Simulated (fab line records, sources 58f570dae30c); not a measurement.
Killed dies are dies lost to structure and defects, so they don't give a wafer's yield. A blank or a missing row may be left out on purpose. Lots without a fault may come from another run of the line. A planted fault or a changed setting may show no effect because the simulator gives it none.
Split-lot experiment | flow berkeley_cmos170 | 5 lots, 23 wafers read, on a route of 331 steps

THE SPLIT
At UCB170_CONTACT_EXPOSE_12 (exposes mask CONT, target cd 700 nm), the setting dose_mj was moved away from the recipe's 35 on 8 of the 23 wafers read, by +3.1% to +5.9%. The other wafers ran this setting at the recipe's value.

FROM THE SPLIT TO THE READING: what the file shows between them, 6 steps
- UCB170_CONTACT_PEB_13
- UCB170_CONTACT_DEVELOP_14: develop time 45 s
- UCB170_CONTACT_CD_MEAS_15: target cd 700 nm
- UCB170_CONTACT_ETCH_17: etches BARC in N2/H2
- UCB170_CONTACT_ETCH_18: etches PSG in CHF3/CF4/Ar, stops on TiSi2, target depth 840 nm, time 195 s
- UCB170_CONTACT_STRIP_19: strips in O2

THE READING
cd_nm, in nm, at UCB170_CONTACT_CD_MEAS_90 (target cd 700 nm). Fault-free wafers of this fab line usually give 699.2 nm, standard deviation 1.7 nm.

wafer  | tool, chamber at the split | dose_mj as run | against the recipe | cd_nm, nm | against lot-mates on the recipe
L077.1 | krf_scanner-01, 0          | 35             | recipe             | 698.3     | -
L077.2 | krf_scanner-01, 0          | 37.07          | +5.9%              | 706.1     | +8.6
L077.3 | krf_scanner-01, 0          | 37.07          | +5.9%              | 707.2     | +9.8
L077.5 | krf_scanner-01, 0          | 37.07          | +5.9%              | 708.0     | +10.5
L077.6 | krf_scanner-01, 0          | 35             | recipe             | 696.6     | -
L079.1 | krf_scanner-01, 0          | 35             | recipe             | 695.1     | -
L079.3 | krf_scanner-01, 0          | 35             | recipe             | 695.6     | -
L079.4 | krf_scanner-01, 0          | 35             | recipe             | 697.3     | -
L079.5 | krf_scanner-01, 0          | 35             | recipe             | 697.5     | -
L079.6 | krf_scanner-01, 0          | 35             | recipe             | 697.1     | -
L081.1 | krf_scanner-02, 0          | 35             | recipe             | 698.9     | -
L081.2 | krf_scanner-02, 0          | 36.09          | +3.1%              | 704.4     | +5.2
L081.3 | krf_scanner-02, 0          | 35             | recipe             | 699.9     | -
L081.4 | krf_scanner-02, 0          | 36.09          | +3.1%              | 706.7     | +7.5
L081.6 | krf_scanner-02, 0          | 35             | recipe             | 698.9     | -
L082.1 | krf_scanner-02, 0          | 35             | recipe             | 698.1     | -
L082.3 | krf_scanner-02, 0          | 35             | recipe             | 699.7     | -
L082.6 | krf_scanner-02, 0          | 35             | recipe             | 697.4     | -
L084.2 | krf_scanner-01, 0          | 35             | recipe             | 699.0     | -
L084.3 | krf_scanner-01, 0          | 37.05          | +5.9%              | 707.9     | +8.3
L084.4 | krf_scanner-01, 0          | 35             | recipe             | 700.2     | -
L084.5 | krf_scanner-01, 0          | 37.05          | +5.9%              | 710.5     | +10.9
L084.6 | krf_scanner-01, 0          | 37.05          | +5.9%              | 709.0     | +9.4

THE FIT
A straight line over all 23 wafers: cd_nm changes by +1.76 nm for each +1% of dose_mj; r = +0.95; the points scatter about the line by 1.6 nm.
The same after taking each lot's own level away (the mean of its wafers on the recipe; 23 wafers): +1.65 nm for each +1%; r = +0.98; scatter 1 nm.
On that fit, the largest move of dose_mj shifts the reading by 9.8 nm.
The lots' own levels span 696.52 to 699.60 nm, that is 1.8 times the standard deviation above.
So the lot-to-lot level changes the slope little: the two slopes agree.
Check: with one of the wafers moved furthest among these (+5.9%) left out of the fit, the line predicts +10 nm for it against its lot-mates. It came out at +8.65 nm against them.

THE WHOLE CHAIN: every reading that the file lists as answering this split, in the file's order
step                      | what it does         | reading                                                        | change (the file's fit)              | r (the file's)
UCB170_CONTACT_CD_MEAS_15 | target cd 700 nm     | cd_nm                                                          | +1.69 nm for each +1% of the setting | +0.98
UCB170_CONTACT_ETCH_17    | etches BARC in N2/H2 | CONTACT.cd_nm (the simulator's own value, which no gauge read) | +1.71 nm for each +1% of the setting | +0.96
UCB170_CONTACT_CD_MEAS_90 | target cd 700 nm     | cd_nm                                                          | +1.68 nm for each +1% of the setting | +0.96

THE FILE'S OWN FIT
cd_nm changes by +1.68 nm for each +1% of dose_mj, r = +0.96.
